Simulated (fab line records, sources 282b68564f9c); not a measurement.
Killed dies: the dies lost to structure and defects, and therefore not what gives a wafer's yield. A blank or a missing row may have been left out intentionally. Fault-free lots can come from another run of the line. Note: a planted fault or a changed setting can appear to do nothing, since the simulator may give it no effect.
Check for tools in common || flow rit_cmos || Sampled: 15 lots, 45 wafers

## WHY IT WAS OPENED
RIT_ACTIVE_THK_MEAS_02, reading ACTIVE_OXIDE_THK: flagged on 3 of 15 lots. No-fault wafers: 46.6 nm, standard deviation 0.99.
Rule: a lot is flagged when every wafer of it that has a number lies more than 4 standard deviations from that mean, or none has a number. The rest of the lots are taken to be sound.

{"lot": "L502", "measured": "day 2 04:29", "on": "film_metro-01", "ACTIVE_OXIDE_THK (nm), wafer by wafer": "45.2 46.0 46.1", "flag": ""}
{"lot": "L503", "measured": "day 2 09:04", "on": "film_metro-04", "ACTIVE_OXIDE_THK (nm), wafer by wafer": "46.7 47.0 45.6", "flag": ""}
{"lot": "L504", "measured": "day 2 14:13", "on": "film_metro-01", "ACTIVE_OXIDE_THK (nm), wafer by wafer": "47.6 47.8 47.3", "flag": ""}
{"lot": "L505", "measured": "day 2 18:59", "on": "film_metro-04", "ACTIVE_OXIDE_THK (nm), wafer by wafer": "45.8 45.5 45.8", "flag": ""}
{"lot": "L506", "measured": "day 2 23:28", "on": "film_metro-04", "ACTIVE_OXIDE_THK (nm), wafer by wafer": "46.0 45.6 45.6", "flag": ""}
{"lot": "L507", "measured": "day 3 04:20", "on": "film_metro-04", "ACTIVE_OXIDE_THK (nm), wafer by wafer": "47.0 47.0 46.8", "flag": ""}
{"lot": "L508", "measured": "day 3 09:38", "on": "film_metro-04", "ACTIVE_OXIDE_THK (nm), wafer by wafer": "46.9 47.4 47.2", "flag": ""}
{"lot": "L510", "measured": "day 3 19:05", "on": "film_metro-01", "ACTIVE_OXIDE_THK (nm), wafer by wafer": "46.7 47.4 47.4", "flag": ""}
{"lot": "L511", "measured": "day 4 00:04", "on": "film_metro-03", "ACTIVE_OXIDE_THK (nm), wafer by wafer": "47.0 46.7 46.8", "flag": ""}
{"lot": "L513", "measured": "day 4 10:03", "on": "film_metro-03", "ACTIVE_OXIDE_THK (nm), wafer by wafer": "45.1 45.5 45.8", "flag": ""}
{"lot": "L518", "measured": "day 5 11:56", "on": "film_metro-03", "ACTIVE_OXIDE_THK (nm), wafer by wafer": "45.3 44.6 44.8", "flag": ""}
{"lot": "L519", "measured": "day 5 16:03", "on": "film_metro-03", "ACTIVE_OXIDE_THK (nm), wafer by wafer": "37.1 36.9 36.9", "flag": "FLAGGED"}
{"lot": "L520", "measured": "day 5 21:04", "on": "film_metro-03", "ACTIVE_OXIDE_THK (nm), wafer by wafer": "37.7 37.5 37.3", "flag": "FLAGGED"}
{"lot": "L521", "measured": "day 6 02:05", "on": "film_metro-01", "ACTIVE_OXIDE_THK (nm), wafer by wafer": "37.7 37.8 37.9", "flag": "FLAGGED"}
{"lot": "L522", "measured": "day 6 07:41", "on": "film_metro-01", "ACTIVE_OXIDE_THK (nm), wafer by wafer": "46.9 46.5 46.8", "flag": ""}
The numbers of the flagged lots are 37.4 nm on average: -9.2 nm against the usual, or -9 standard deviations.

## LOT BY LOT: THE TOOL USED
The record keeps 1 process step preceding the reading, out of 202 steps on the route. Read each cell as the tool, then ch plus the chambers that the sampled wafers visited, then the start.
{"lot": "L502", "flag": "", "RIT_ACTIVE_OXIDATION_01": "furnace-03 ch 0, day 2 02:34"}
{"lot": "L503", "flag": "", "RIT_ACTIVE_OXIDATION_01": "furnace-03 ch 0, day 2 07:08"}
{"lot": "L504", "flag": "", "RIT_ACTIVE_OXIDATION_01": "furnace-01 ch 0, day 2 12:17"}
{"lot": "L505", "flag": "", "RIT_ACTIVE_OXIDATION_01": "furnace-01 ch 0, day 2 17:01"}
{"lot": "L506", "flag": "", "RIT_ACTIVE_OXIDATION_01": "furnace-01 ch 0, day 2 21:31"}
{"lot": "L507", "flag": "", "RIT_ACTIVE_OXIDATION_01": "furnace-04 ch 0, day 3 02:23"}
{"lot": "L508", "flag": "", "RIT_ACTIVE_OXIDATION_01": "furnace-01 ch 0, day 3 07:42"}
{"lot": "L510", "flag": "", "RIT_ACTIVE_OXIDATION_01": "furnace-03 ch 0, day 3 17:07"}
{"lot": "L511", "flag": "", "RIT_ACTIVE_OXIDATION_01": "furnace-01 ch 0, day 3 22:07"}
{"lot": "L513", "flag": "", "RIT_ACTIVE_OXIDATION_01": "furnace-01 ch 0, day 4 08:07"}
{"lot": "L518", "flag": "", "RIT_ACTIVE_OXIDATION_01": "furnace-01 ch 0, day 5 10:00"}
{"lot": "L519", "flag": "FLAGGED", "RIT_ACTIVE_OXIDATION_01": "furnace-03 ch 0, day 5 14:07"}
{"lot": "L520", "flag": "FLAGGED", "RIT_ACTIVE_OXIDATION_01": "furnace-03 ch 0, day 5 19:07"}
{"lot": "L521", "flag": "FLAGGED", "RIT_ACTIVE_OXIDATION_01": "furnace-03 ch 0, day 6 00:07"}
{"lot": "L522", "flag": "", "RIT_ACTIVE_OXIDATION_01": "furnace-04 ch 0, day 6 05:46"}
What the steps here do:
- RIT_ACTIVE_OXIDATION_01: target thk 46.8 nm, ox time 3360 s.
- RIT_ACTIVE_THK_MEAS_02

## FLAGGED AGAINST TOTAL, ONE TOOL AT A TIME (gauges that did the reading follow at the end)
{"step": "RIT_ACTIVE_OXIDATION_01", "tool": "furnace-01", "lots run": 7, "flagged": 0, "share of the flagged lots": "none", "sound lots run after its first flagged lot": "-"}
{"step": "RIT_ACTIVE_OXIDATION_01", "tool": "furnace-03", "lots run": 6, "flagged": 3, "share of the flagged lots": "all", "sound lots run after its first flagged lot": 0}
{"step": "RIT_ACTIVE_OXIDATION_01", "tool": "furnace-04", "lots run": 2, "flagged": 0, "share of the flagged lots": "none", "sound lots run after its first flagged lot": "-"}
{"step": "RIT_ACTIVE_THK_MEAS_02", "tool": "film_metro-01", "lots run": 5, "flagged": 1, "share of the flagged lots": "some", "sound lots run after its first flagged lot": "1 (L522)"}
{"step": "RIT_ACTIVE_THK_MEAS_02", "tool": "film_metro-03", "lots run": 5, "flagged": 2, "share of the flagged lots": "some", "sound lots run after its first flagged lot": 0}
{"step": "RIT_ACTIVE_THK_MEAS_02", "tool": "film_metro-04", "lots run": 5, "flagged": 0, "share of the flagged lots": "none", "sound lots run after its first flagged lot": "-"}

## WHAT THE TABLE ALLOWS
All flagged lots share 1 row of the table, namely furnace-03 at RIT_ACTIVE_OXIDATION_01.
- furnace-03 at RIT_ACTIVE_OXIDATION_01: 3 of its 6 lots flagged. Last sound lot L510 at day 3 17:07, first flagged lot L519 at day 5 14:07; a fault beginning in between fits. Its own readings (spike_tc_centre_C, spike_tc_load_C, spike_tc_source_C, tube_center_temp_C, tube_center_temp_C_max) fall more than 4 standard deviations out on all wafers of the flagged lots.
One tool is left: furnace-03 at RIT_ACTIVE_OXIDATION_01.

## WHAT WAS PUT IN BY THE SIMULATOR
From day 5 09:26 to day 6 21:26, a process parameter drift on furnace-03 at RIT_ACTIVE_OXIDATION_01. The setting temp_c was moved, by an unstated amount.
Lots struck among those shown: L519, L520, L521. This agrees with what the rule above found.
